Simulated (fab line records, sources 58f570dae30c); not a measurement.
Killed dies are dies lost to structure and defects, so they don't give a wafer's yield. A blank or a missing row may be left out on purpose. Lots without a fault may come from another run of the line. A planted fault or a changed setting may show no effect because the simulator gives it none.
A struck lot beside a sound one | flow berkeley_cmos170 | 16 steps out of a route of 331
Sound: wafers L831.3, L831.4, L831.6. Struck: wafers L850.2, L850.5, L850.6. The cause comes at the end.
At each step with rows: each side's tool, then ch and its chambers, then its first start. Under that, the readings that differ: sound wafers | struck wafers | difference of the means | sigmas: that difference in standard deviations of wafers without a fault.
alike: readings whose means differ by less than 2 such deviations, and words and numbers that are the same on both sides. not compared: withheld readings, readings that some wafer has no value for, bounds like >300 that may hide the same value, and numbers for which the record gives no deviation and whose values overlap.
The two part at a step that has a row with sigmas, a row that says differs or no value, or rows on one side only. Numbers that don't overlap but have no deviation are shown without sigmas and don't part them. A reading that every wafer of one side lacks parts them only if that side has two wafers or more.

first, 4 steps without rows for these wafers: UCB170_NSD_SOFTBAKE_02 (time 60 s); UCB170_NSD_EXPOSE_03 (exposes mask NSELECT MOD, target cd 1200 nm); UCB170_NSD_PEB_04; UCB170_NSD_DEVELOP_05 (develop time 45 s).
UCB170_NSD_CD_MEAS_06: target cd 1200 nm.
  sound on cd_sem-01, day 7 07:10; struck on cd_sem-01, day 11 04:06
  alike: cd_nm
UCB170_NSD_OVL_MEAS_07:
  sound on overlay-02, day 7 07:16; struck on overlay-02, day 11 04:12
  alike: NSD_OVL
then, 1 step without rows for these wafers: UCB170_NSD_IMPLANT_08.
UCB170_NSD_STRIP_09: strips in O2.
  sound on plasma_asher-04 ch 0,1, day 7 07:28; struck on plasma_asher-01 ch 0,1, day 11 04:23
  alike: drypump_motor_current_A, oes_product_au, strip_time_to_endpoint_s
  not compared: rf_hours_counter_h
UCB170_NSD_TW_MEAS_10:
  sound on film_metro-03, day 7 07:33; struck on film_metro-03, day 11 04:29
  alike: NSD_TW
then, 3 steps without rows for these wafers: UCB170_NSD_CLEAN_11 (cleans in SPM, time 600 s); UCB170_BACKSIDE_HMDS_00 (prime time 60 s); UCB170_BACKSIDE_COAT_01 (resist thk 900 nm).
UCB170_BACKSIDE_SOFTBAKE_02: time 60 s.
  sound on litho_track-01 ch 0, day 7 08:07; struck on litho_track-03 ch 0, day 11 05:55
  reading                  | sound                | struck               | difference | sigmas
  heater_power_total_W (W) | 56.84 56.78 56.82    | 53.32 53.22 53.30    | -3.53      | -69
  plate_temp_C (C)         | 130.09 129.80 129.85 | 123.79 123.96 123.92 | -6.02      | -46
UCB170_BACKSIDE_STRIP_03: strips in O2.
  sound on plasma_asher-04 ch 0,1, day 7 08:15; struck on plasma_asher-04 ch 0,1, day 11 06:02
  reading                      | sound             | struck            | difference | sigmas
  strip_time_to_endpoint_s (s) | 22.00 22.00 21.91 | 22.15 22.13 22.10 | +0.16      | +3
  alike: drypump_motor_current_A, oes_product_au
  not compared: rf_hours_counter_h
then, 1 step without rows for these wafers: UCB170_BACKSIDE_CLEAN_04 (cleans in SPM, time 600 s).
UCB170_M3_PROBE_99:
  the record has rows for the sound wafers here (prober-01, day 8 09:07) and none for the struck ones

WHERE THEY PART
First at UCB170_BACKSIDE_SOFTBAKE_02; last, within this record, at UCB170_M3_PROBE_99.

WHY: what the simulator had put in
Process parameter drift: litho_track-03, from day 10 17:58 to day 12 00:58, at UCB170_BACKSIDE_SOFTBAKE_02. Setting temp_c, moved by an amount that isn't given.
